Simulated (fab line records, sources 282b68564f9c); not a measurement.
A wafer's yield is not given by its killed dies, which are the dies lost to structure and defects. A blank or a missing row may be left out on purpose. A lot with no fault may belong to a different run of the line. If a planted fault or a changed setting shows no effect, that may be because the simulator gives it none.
fab line records	flow rit_cmos
record lots=14	wafers=42	last_day=8
route steps=202 shown M1@197
lots that met no fault: from a run of the same line without faults
start_h: start of the lot's first displayed wafer, in hours after the record's first day	wait_h: hours since the lot's step before	" same as the row above	L1.1+2: a row that stands for several wafers	- value missing, or start not given	* or withheld: withheld	< > ~ a bound
route shown NAME@n: a module of which the file shows steps, and the number in the route of the first	usual: mean/standard deviation taken from wafers without a fault	same: alike in all rows	chamber/n: place in a boat	sites: per-site readings	_std_site: how widely they spread, as a standard deviation	_edge_site: the outer-site mean with the inner-site mean subtracted	radius_mm: how far each site lies from the wafer's centre	mask NAME#n: copy n	behind: tool/chamber where the wafer was last shaped	hold: why the lot was held/for how many hours/how that ended	device: transistor that didn't switch, given as n, p or np	end of line: tests of these same wafers at the route's end	a step without rows: its recipe alone	killed: the dies lost at the first sort to structure and to defects; this is not the yield of the wafer	map: shows each die of a wafer: x if killed, . if not, _ if none is there
set.NAME: the setting as run; set.NAME@STEP: as run at that earlier step	model.NAME: the simulator's own value behind a step, which no gauge read
the route's steps for a sample of lots (tables are steps, rows are wafers)
## steps
# step RIT_M1_STRIP_13
# recipe chemistry=nmp	resist=NOVOLAK	temp_c=80	time_s=600	dry=n2_spin
# usual bath_guard_temp_C=80.1/0.44	bath_heat_duty_pct=17.4/2.4
lot.wafer	tool	chamber	start_h	wait_h	bath_guard_temp_C	bath_heat_duty_pct
L417.1	wet_bench-03	2	56.94	0.1	80.2	17.4
L417.4	"	2	"	"	80.2	17.6
L417.6	"	2	"	"	80.3	17.8
L418.2	wet_bench-03	1	62.49	0.1	79.6	14.6
L418.4	"	1	"	"	80.0	15.4
L418.6	"	1	"	"	80.1	16.5
L419.1	wet_bench-04	2	66.47	0.1	80.4	15.9
L419.5	"	2	"	"	80.5	15.2
L419.6	"	2	"	"	80.5	15.2
L420.2	wet_bench-04	2	72.30	0.1	80.5	15.1
L420.3	"	2	"	"	80.5	13.6
L420.6	"	2	"	"	80.7	15.2
L423.1	wet_bench-04	2	85.97	0.1	80.2	15.3
L423.3	"	2	"	"	80.6	14.4
L423.6	"	2	"	"	80.4	14.4
L424.1	wet_bench-01	3	92.54	0.1	79.4	23.1
L424.4	"	3	"	"	79.7	20.1
L424.5	"	3	"	"	79.6	21.3
L425.3	wet_bench-03	3	100.17	0.1	80.1	18.5
L425.4	"	3	"	"	80.3	17.6
L425.5	"	3	"	"	80.3	19.6
L428.1	wet_bench-03	3	120.63	0.1	80.1	16.6
L428.4	"	3	"	"	80.1	16.9
L428.5	"	3	"	"	80.2	16.4
L430.1	wet_bench-03	0	127.29	0.1	-	-
L430.4	"	0	"	"	-	-
L430.5	"	0	"	"	-	-
L431.2	wet_bench-03	0	131.53	0.1	-	-
L431.5	"	0	"	"	-	-
L431.6	"	0	"	"	-	-
L432.3	wet_bench-03	0	142.16	0.1	80.7	19.1
L432.4	"	0	"	"	80.4	19.9
L432.5	"	0	"	"	80.5	20.6
L433.2	wet_bench-03	2	144.64	0.1	79.9	18.0
L433.4	"	2	"	"	79.8	16.5
L433.6	"	2	"	"	80.0	19.3
L438.4	wet_bench-04	3	170.88	0.1	79.2	20.5
L438.5	"	3	"	"	79.8	19.7
L438.6	"	3	"	"	79.2	19.5
L440.3	wet_bench-03	1	178.32	0.1	80.1	16.3
L440.4	"	1	"	"	79.9	14.8
L440.6	"	1	"	"	79.5	15.1
# step RIT_M1_PROBE_99
# usual defect_limited_yield=97.4/1.2	killed_at_M0_to_M3=0.0/0.083	killed_at_contacts=0.1/0.23	killed_at_front_end=7/3.1	killed_dies=7/3.1	killed_open=3.3/2	killed_short=3.6/1.9	sort_bin_3_pad_short=0.1/0.23	sort_bin_5_function=1.5/0.81	sort_bin_6_memory=1.0/0.63	sort_n_pass=257/3.1	sort_yield_pct=97.4/1.2
# same gross_dies=264	killed_at_M4_up=0	killed_at_back_side=0	killed_at_other=0
lot.wafer	tool	chamber	start_h	wait_h	defect_limited_yield[%]	killed_at_M0_to_M3	killed_at_contacts	killed_at_front_end	killed_dies	killed_open	killed_short	sort_bin_3_pad_short[%]	sort_bin_5_function[%]	sort_bin_6_memory[%]	sort_n_pass	sort_yield_pct[%]
L417.1	prober-02	-	59.03	0.1	98.9	0	0	3	3	2	1	0.4	0.4	0.4	261	98.9
L417.4	prober-02	-	59.18	0.2	94.7	0	0	14	14	5	9	0	3.0	2.3	250	94.7
L417.6	prober-02	-	59.28	0.2	98.1	0	1	4	5	3	2	0	0.4	1.5	259	98.1
L428.1	prober-01	-	122.72	0.1	97.7	0	0	6	6	3	3	0	1.5	0.8	258	97.7
L428.4	prober-01	-	122.87	0.2	96.2	0	0	10	10	4	6	0.8	1.5	1.5	254	96.2
L428.5	prober-01	-	122.92	0.2	97.7	0	0	6	6	5	1	0	1.1	1.1	258	97.7
L430.1	prober-01	-	129.38	0.1	97.7	0	0	6	6	2	4	0	1.9	0.4	258	97.7
L430.4	prober-01	-	129.53	0.2	97.7	0	0	6	6	4	2	0	1.5	0.8	258	97.7
L430.5	prober-01	-	129.58	0.2	98.9	0	0	3	3	1	2	0	0.8	0.4	261	98.9
L431.2	prober-02	-	133.67	0.1	95.8	0	0	11	11	5	6	0	3.0	1.1	253	95.8
L431.5	prober-02	-	133.82	0.2	98.1	0	0	5	5	2	3	0	1.5	0.4	259	98.1
L431.6	prober-02	-	133.87	0.2	96.2	0	0	10	10	5	5	0	3.0	0.8	254	96.2
L433.2	prober-02	-	146.78	0.1	97.7	0	0	6	6	4	2	0	1.9	0.4	258	97.7
L433.4	prober-02	-	146.88	0.2	99.6	0	0	1	1	0	1	0.4	0	0	263	99.6
L433.6	prober-02	-	146.98	0.2	97.7	0	0	6	6	5	1	0	0.8	1.5	258	97.7
L438.4	prober-01	-	173.12	0.2	97.3	0	0	7	7	4	3	0	1.5	1.1	257	97.3
L438.5	prober-01	-	173.17	0.2	98.1	0	0	5	5	3	2	0	1.5	0.4	259	98.1
L438.6	prober-01	-	173.22	0.2	97.7	0	0	6	6	2	4	0	1.5	0.8	258	97.7
# killed by level:class
L417.1 GATE:geometric_particle:open=2 SILICIDE:geometric_particle:short=1
L417.4 GATE:geometric_particle:short=4 FOX1:geometric_particle:short=2 REOX:geometric_particle:short=2 SILICIDE:geometric_particle:open=2 FOX1:geometric_particle:open=1 FOX2:geometric_particle:open=1 GATE:geometric_particle:open=1 SILICIDE:geometric_particle:short=1
L417.6 GATE:geometric_particle:open=1 GATE:geometric_particle:short=1 SILICIDE:geometric_particle:open=1 SILICIDE:geometric_particle:short=1 CONTACT:geometric_particle:open=1
L428.1 FOX1:geometric_particle:open=1 GATE:geometric_particle:open=1 GATE:geometric_particle:short=1 REOX:geometric_particle:open=1 REOX:geometric_particle:short=1 SPACER:geometric_particle:short=1
L428.4 FOX1:geometric_particle:open=2 FOX1:geometric_particle:short=2 GATE:geometric_particle:short=2 FOX2:geometric_particle:open=1 REOX:geometric_particle:short=1 SILICIDE:geometric_particle:open=1 SILICIDE:geometric_particle:short=1
L428.5 GATE:geometric_particle:open=3 GATE:geometric_particle:short=1 REOX:geometric_particle:open=1 SILICIDE:geometric_particle:open=1
L430.1 REOX:geometric_particle:short=2 FOX1:geometric_particle:short=1 FOX2:geometric_particle:short=1 FOX2:geometric_particle:open=1 REOX:geometric_particle:open=1
L430.4 GATE:geometric_particle:open=4 GATE:geometric_particle:short=2
L430.5 FOX2:geometric_particle:short=2 GATE:geometric_particle:open=1
L431.2 GATE:geometric_particle:open=4 GATE:geometric_particle:short=3 SPACER:geometric_particle:short=3 SPACER:geometric_particle:open=1
L431.5 REOX:geometric_particle:short=3 GATE:geometric_particle:open=2
L431.6 SPACER:geometric_particle:short=3 GATE:geometric_particle:short=2 GATE:geometric_particle:open=2 ACTIVE:geometric_particle:open=1 REOX:geometric_particle:open=1 SILICIDE:geometric_particle:open=1
L433.2 GATE:geometric_particle:open=2 FOX1:geometric_particle:open=1 GATE:geometric_particle:short=1 REOX:geometric_particle:short=1 REOX:geometric_particle:open=1
L433.4 SILICIDE:geometric_particle:short=1
L433.6 SILICIDE:geometric_particle:open=2 FOX2:geometric_particle:open=1 GATE:geometric_particle:open=1 SPACER:geometric_particle:open=1 SILICIDE:geometric_particle:short=1
L438.4 GATE:geometric_particle:short=2 FOX1:geometric_particle:open=1 FOX2:geometric_particle:short=1 GATE:geometric_particle:open=1 REOX:geometric_particle:open=1 SPACER:geometric_particle:open=1
L438.5 FOX2:geometric_particle:open=1 GATE:geometric_particle:short=1 REOX:geometric_particle:short=1 REOX:geometric_particle:open=1 SPACER:geometric_particle:open=1
L438.6 FOX1:geometric_particle:open=1 FOX2:geometric_particle:short=1 GATE:geometric_particle:short=1 REOX:geometric_particle:short=1 SPACER:geometric_particle:short=1 SPACER:geometric_particle:open=1
## key
first_sign step=RIT_M1_STRIP_13	reading=tool_record	direction=missing
effect none on later readings
met_at RIT_M1_STRIP_13
struck_lots L430,L431
onset_between 120.63 127.29
fault kind=skipped_step_whole	tool=wet_bench-03	chamber=-	onset_h=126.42	steps=RIT_M1_STRIP_13	scope=struck_lots_only
